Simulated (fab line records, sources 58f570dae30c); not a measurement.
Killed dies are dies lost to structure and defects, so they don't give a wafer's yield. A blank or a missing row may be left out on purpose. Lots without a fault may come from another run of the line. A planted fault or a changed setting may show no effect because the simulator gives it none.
Which tool did it? | flow berkeley_cmos170 | 15 lots, 45 wafers sampled, at 6 steps of a route of 331

WHAT THE GAUGES READ, wafer by wafer
UCB170_M1_CD_MEAS_09: target cd 700 nm. Usual: cd_nm 700.0 nm, standard deviation 1.3.
lot  | measured     | on        | cd_nm (nm)        | flag
L915 | day 7 23:23  | cd_sem-02 | 698.6 699.4 699.7 |
L917 | day 8 17:34  | cd_sem-02 | 700.5 701.0 700.8 |
L916 | day 9 06:40  | cd_sem-02 | 700.2 701.0 701.0 |
L920 | day 9 08:29  | cd_sem-01 | 700.7 699.3 699.7 |
L921 | day 9 10:17  | cd_sem-02 | 699.0 699.3 698.8 |
L924 | day 10 05:27 | cd_sem-01 | 701.6 701.9 700.9 |
L925 | day 10 05:54 | cd_sem-01 | 697.6 698.5 698.3 |
L928 | day 10 17:17 | cd_sem-02 | 700.7 700.5 701.6 |
L926 | day 10 17:23 | cd_sem-01 | 699.6 699.1 698.0 |
L927 | day 10 17:26 | cd_sem-02 | 700.7 701.8 702.5 |
L930 | day 11 15:54 | cd_sem-02 | 699.4 698.4 698.9 |
L931 | day 12 09:33 | cd_sem-02 | 700.4 699.6 702.0 |
L933 | day 12 11:07 | cd_sem-02 | 699.7 700.1 700.8 |
L934 | day 12 11:34 | cd_sem-01 | 701.5 702.2 701.9 |
L938 | day 14 11:20 | cd_sem-02 | 701.2 701.3 701.6 |

UCB170_M1_CD_MEAS_90: target cd 700 nm. Usual: cd_nm 698 nm, standard deviation 4.1.
lot  | measured     | on        | cd_nm (nm)              | flag
L915 | day 7 23:49  | cd_sem-02 | 700 696 693             |
L917 | day 8 17:59  | cd_sem-02 | 703 698 704             |
L916 | day 9 07:06  | cd_sem-02 | 699 700 701             |
L920 | day 9 08:55  | cd_sem-02 | 704 697 696             |
L921 | day 9 10:43  | cd_sem-01 | 695 698 697             |
L924 | day 10 06:00 | cd_sem-01 | 699 697 705             |
L925 | day 10 06:20 | cd_sem-02 | 690 701 692             |
L928 | day 10 17:43 | cd_sem-02 | 694 702 696             |
L926 | day 10 17:49 | cd_sem-01 | 695 692 692             |
L927 | day 10 17:53 | cd_sem-02 | 704 697 706             |
L930 | day 11 16:20 | cd_sem-02 | 670 677 677 670 677 678 | OFF
L931 | day 12 09:59 | cd_sem-01 | 680 670 683 680 670 683 | OFF
L933 | day 12 11:33 | cd_sem-02 | 701 701 697             |
L934 | day 12 12:00 | cd_sem-02 | 676 681 676 676 681 676 | OFF
L938 | day 14 11:46 | cd_sem-01 | 695 699 697             |

UCB170_M2_THK_MEAS_03: measures by xrf. Usual: M2_AL_THK 878 nm, standard deviation 13.
lot  | measured     | on            | M2_AL_THK (nm) | flag
L915 | day 8 05:13  | film_metro-01 | 885 894 909    |
L917 | day 8 23:51  | film_metro-02 | 857 865 864    |
L916 | day 9 11:13  | film_metro-01 | 890 880 881    |
L920 | day 9 14:01  | film_metro-01 | 872 866 869    |
L921 | day 9 18:50  | film_metro-01 | 894 902 892    |
L924 | day 10 10:25 | film_metro-01 | 886 876 881    |
L925 | day 10 11:21 | film_metro-03 | 875 870 880    |
L928 | day 10 21:51 | film_metro-03 | 861 858 860    |
L926 | day 10 23:11 | film_metro-01 | 873 891 877    |
L927 | day 10 23:25 | film_metro-02 | 857 871 869    |
L930 | day 11 23:19 | film_metro-03 | 875 893 875    |
L931 | day 12 18:08 | film_metro-02 | 848 860 851    |
L933 | day 12 18:21 | film_metro-03 | 892 890 870    |
L934 | day 12 22:30 | film_metro-02 | 869 882 882    |
L938 | day 14 18:22 | film_metro-03 | 872 869 864    |

WHICH TOOL RAN EACH LOT (tool, then ch and the chambers of the sampled wafers, then the start)
lot  | UCB170_CONTACT_ETCH_17             | UCB170_M1_METAL_ETCH_12           | UCB170_M1_STRIP_13
L915 | rie_diel-01 ch 1,2, day 7 21:37    | rie_metal-04 ch 0,1, day 7 23:35  | plasma_asher-02 ch 0,1, day 7 23:43
L917 | rie_diel-01 ch 2,3, day 8 15:51    | rie_metal-04 ch 0,1, day 8 17:46  | plasma_asher-04 ch 0,1, day 8 17:53
L916 | rie_diel-02 ch 0,1, day 9 04:44    | rie_metal-02 ch 0,1, day 9 06:51  | plasma_asher-02 ch 0,1, day 9 06:59
L920 | rie_diel-03 ch 0,1, day 9 06:44    | rie_metal-04 ch 0,1, day 9 08:41  | plasma_asher-01 ch 0,1, day 9 08:49
L921 | rie_diel-03 ch 0,1,2, day 9 08:27  | rie_metal-02 ch 0,1, day 9 10:29  | plasma_asher-01 ch 0,1, day 9 10:37
L924 | rie_diel-02 ch 0,2,3, day 10 03:05 | rie_metal-04 ch 0,1, day 10 05:39 | plasma_asher-04 ch 1, day 10 05:47
L925 | rie_diel-03 ch 1,2, day 10 03:54   | rie_metal-03 ch 0,1, day 10 06:05 | plasma_asher-01 ch 0,1, day 10 06:13
L928 | rie_diel-02 ch 0,1,3, day 10 15:19 | rie_metal-04 ch 0,1, day 10 17:29 | plasma_asher-02 ch 0,1, day 10 17:37
L926 | rie_diel-03 ch 2,3, day 10 15:26   | rie_metal-02 ch 0,1, day 10 17:35 | plasma_asher-01 ch 0,1, day 10 17:42
L927 | rie_diel-01 ch 1,2, day 10 15:33   | rie_metal-04 ch 0,1, day 10 17:37 | plasma_asher-04 ch 0,1, day 10 17:46
L930 | rie_diel-01 ch 0,1, day 11 13:56   | rie_metal-04 ch 0,1, day 11 16:05 | plasma_asher-01 ch 0, day 11 16:13
L931 | rie_diel-02 ch 2,3, day 12 07:45   | rie_metal-04 ch 0,1, day 12 09:46 | plasma_asher-02 ch 0,1, day 12 09:53
L933 | rie_diel-01 ch 0,1,2, day 12 09:25 | rie_metal-02 ch 0,1, day 12 11:19 | plasma_asher-04 ch 0,1, day 12 11:27
L934 | rie_diel-03 ch 0,2,3, day 12 09:47 | rie_metal-04 ch 0,1, day 12 11:46 | plasma_asher-02 ch 0,1, day 12 11:54
L938 | rie_diel-01 ch 0,1,2, day 14 09:26 | rie_metal-02 ch 0,1, day 14 11:32 | plasma_asher-02 ch 0,1, day 14 11:40
- UCB170_CONTACT_ETCH_17: etches BARC in N2/H2.
- UCB170_M1_METAL_ETCH_12: etches Al in Cl2/BCl3, stops on PSG, target depth 780 nm, time 130 s.
- UCB170_M1_STRIP_13: strips in O2.

WHAT THE TOOLS THEMSELVES READ (means of the sampled wafers that have a number; where no wafer has one, the mark that the record gives instead)
UCB170_CONTACT_ETCH_17. Usual: drypump_motor_current_A 5.7 A, standard deviation 0.38; oes_product_au 1.001 a.u., standard deviation 0.022; throttle_valve_pct 13.32 %, standard deviation 0.16.
lot  | tool        | drypump_motor_current_A (A) | oes_product_au (a.u.) | throttle_valve_pct (%) | flag
L915 | rie_diel-01 | 5.7                         | 0.980                 | 13.29                  |
L917 | rie_diel-01 | 5.9                         | 1.024                 | 13.06                  |
L916 | rie_diel-02 | 5.3                         | 0.986                 | 13.32                  |
L920 | rie_diel-03 | 5.6                         | 1.006                 | 13.35                  |
L921 | rie_diel-03 | 5.4                         | 1.008                 | 13.29                  |
L924 | rie_diel-02 | 5.8                         | 0.984                 | 13.46                  |
L925 | rie_diel-03 | 5.0                         | 1.008                 | 13.22                  |
L928 | rie_diel-02 | 5.5                         | 0.986                 | 13.35                  |
L926 | rie_diel-03 | 5.1                         | 1.001                 | 13.29                  |
L927 | rie_diel-01 | 5.8                         | 1.005                 | 13.30                  |
L930 | rie_diel-01 | 5.8                         | 1.022                 | 13.34                  |
L931 | rie_diel-02 | 6.0                         | 0.974                 | 13.44                  |
L933 | rie_diel-01 | 5.8                         | 1.013                 | 13.32                  |
L934 | rie_diel-03 | 5.5                         | 1.006                 | 13.34                  |
L938 | rie_diel-01 | 5.8                         | 1.021                 | 13.31                  |

UCB170_M1_METAL_ETCH_12. Usual: drypump_motor_current_A 5.55 A, standard deviation 0.25; oes_product_au 0.852 a.u., standard deviation 0.014; throttle_valve_pct 24.38 %, standard deviation 0.22.
lot  | tool         | drypump_motor_current_A (A) | oes_product_au (a.u.) | throttle_valve_pct (%) | flag
L915 | rie_metal-04 | 5.40                        | 0.843                 | 24.23                  |
L917 | rie_metal-04 | 5.60                        | 0.847                 | 24.27                  |
L916 | rie_metal-02 | 5.65                        | 0.865                 | 24.65                  |
L920 | rie_metal-04 | 5.42                        | 0.847                 | 24.23                  |
L921 | rie_metal-02 | 5.64                        | 0.856                 | 24.66                  |
L924 | rie_metal-04 | 5.40                        | 0.848                 | 24.23                  |
L925 | rie_metal-03 | 5.47                        | 0.850                 | 24.25                  |
L928 | rie_metal-04 | 5.42                        | 0.843                 | 24.23                  |
L926 | rie_metal-02 | 5.78                        | 0.873                 | 24.71                  |
L927 | rie_metal-04 | 5.61                        | 0.848                 | 24.27                  |
L930 | rie_metal-04 | 5.60                        | 0.851                 | 24.27                  |
L931 | rie_metal-04 | 5.62                        | 0.839                 | 24.27                  |
L933 | rie_metal-02 | 5.65                        | 0.868                 | 24.65                  |
L934 | rie_metal-04 | 5.40                        | 0.854                 | 24.22                  |
L938 | rie_metal-02 | 5.77                        | 0.866                 | 24.70                  |

UCB170_M1_STRIP_13. Usual: drypump_motor_current_A 5.7 A, standard deviation 0.53; oes_product_au 0.720 a.u., standard deviation 0.0047.
lot  | tool            | drypump_motor_current_A (A) | oes_product_au (a.u.) | flag
L915 | plasma_asher-02 | 6.2                         | 0.720                 |
L917 | plasma_asher-04 | 5.6                         | 0.720                 |
L916 | plasma_asher-02 | 5.8                         | 0.714                 |
L920 | plasma_asher-01 | 5.3                         | 0.718                 |
L921 | plasma_asher-01 | 5.3                         | 0.722                 |
L924 | plasma_asher-04 | 5.8                         | 0.720                 |
L925 | plasma_asher-01 | 5.3                         | 0.718                 |
L928 | plasma_asher-02 | 6.2                         | 0.721                 |
L926 | plasma_asher-01 | 5.7                         | 0.716                 |
L927 | plasma_asher-04 | 5.7                         | 0.722                 |
L930 | plasma_asher-01 | 4.8                         | 0.464                 | OFF
L931 | plasma_asher-02 | 6.2                         | 0.468                 | OFF
L933 | plasma_asher-04 | 5.5                         | 0.721                 |
L934 | plasma_asher-02 | 6.2                         | 0.454                 | OFF
L938 | plasma_asher-02 | 5.8                         | 0.723                 |

THE ANSWER, worked out from the rows above alone
Rule: a lot is off if the mean of its wafers that have a number lies more than 3 standard deviations from the usual mean. A lot without any number at a reading at which 4 lots or more have one is off too. The other lots that the step has rows for count as sound. The gauges are gone through in route order, then the tools' own readings, and for those a lot's mean is taken as printed above. The first step at which some lot is off is used, and at that step the reading that is off furthest; a lot without a number counts as furthest.
Off: L930, L931, L934, at UCB170_M1_CD_MEAS_90 (cd_nm).
A tool fits if, at a process step before that reading, it ran every lot that is off, and no sound lot after the first of them. The gauges at UCB170_M1_CD_MEAS_90 aren't tried: what is off there is off at UCB170_M1_STRIP_13 too, on other tools, and a gauge's error can't cause that. One fits: rie_metal-04 at UCB170_M1_METAL_ETCH_12. Its last sound lot is L927 (day 10 17:37), its first lot that is off L930 (day 11 16:05): a fault that began between those two fits.

WHAT THE SIMULATOR HAD PUT IN
Process parameter drift: rie_metal-04, from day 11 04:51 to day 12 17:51, at UCB170_M1_METAL_ETCH_12. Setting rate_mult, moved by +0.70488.
Lots struck among those shown: L930, L931, L934. The rule above found the same.
